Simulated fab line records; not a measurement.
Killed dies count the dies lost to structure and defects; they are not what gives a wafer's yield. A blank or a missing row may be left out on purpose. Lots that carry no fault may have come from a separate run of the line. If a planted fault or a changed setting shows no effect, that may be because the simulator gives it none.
Chamber matching    flow berkeleyCmos170    UCB170_V1_CMP_02 on cmp-02 has 4 sister chambers
The step polishes SiO2. 8 wafers are shown with their chamber, then 7 later ones without.

WAFERS, EACH WITH ITS CHAMBER
wafer   chamber  motorCurrentA (A)  headPressurePsi (psi)
L245.1  0        14.6               6.003
L244.1  3        17.9               6.005
L244.2  2        17.8               5.995
L247.3  3        17.0               5.988
L247.4  2        17.8               6.000
L247.5  1        16.0               5.993
L251.2  1        16.7               6.008
L251.3  0        14.6               6.022

WAFERS WITHOUT THEIR CHAMBER
wafer   motorCurrentA (A)  headPressurePsi (psi)
L251.4  18.8               6.006
L252.3  17.8               5.995
L252.5  16.7               6.004
L252.6  17.4               6.008
L253.2  18.2               6.010
L253.4  13.4               5.994
L253.5  14.0               5.989

WHICH CHAMBER EACH WENT THROUGH
wafer   from the rows above           in truth
L251.4  can't be placed: 2 or 3       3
L252.3  can't be placed: 2 or 3       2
L252.5  can't be placed: 1 or 3 or 2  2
L252.6  can't be placed: 3 or 2 or 1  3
L253.2  can't be placed: 2 or 3       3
L253.4  0                             0
L253.5  0                             0
Correct placement for 2 of the 7. Unplaceable from these rows: 5, with the true chamber sitting among the candidates in 5. Wrongly placed: 0.
How it was worked out, from the rows above alone: a wafer's distance from a chamber is the root of the sum, over the readings, of the square of ((its reading less the chamber's mean) divided by the reading's scatter). The wafer belongs to the nearest chamber; if the next one is less than 2 further off, it can't be placed. The mean given for a chamber averages the wafers shown for that chamber. The scatter is the square root of a quotient: the sum, over the shown wafers, of each reading's squared deviation from its chamber's mean, divided by wafers minus chambers.
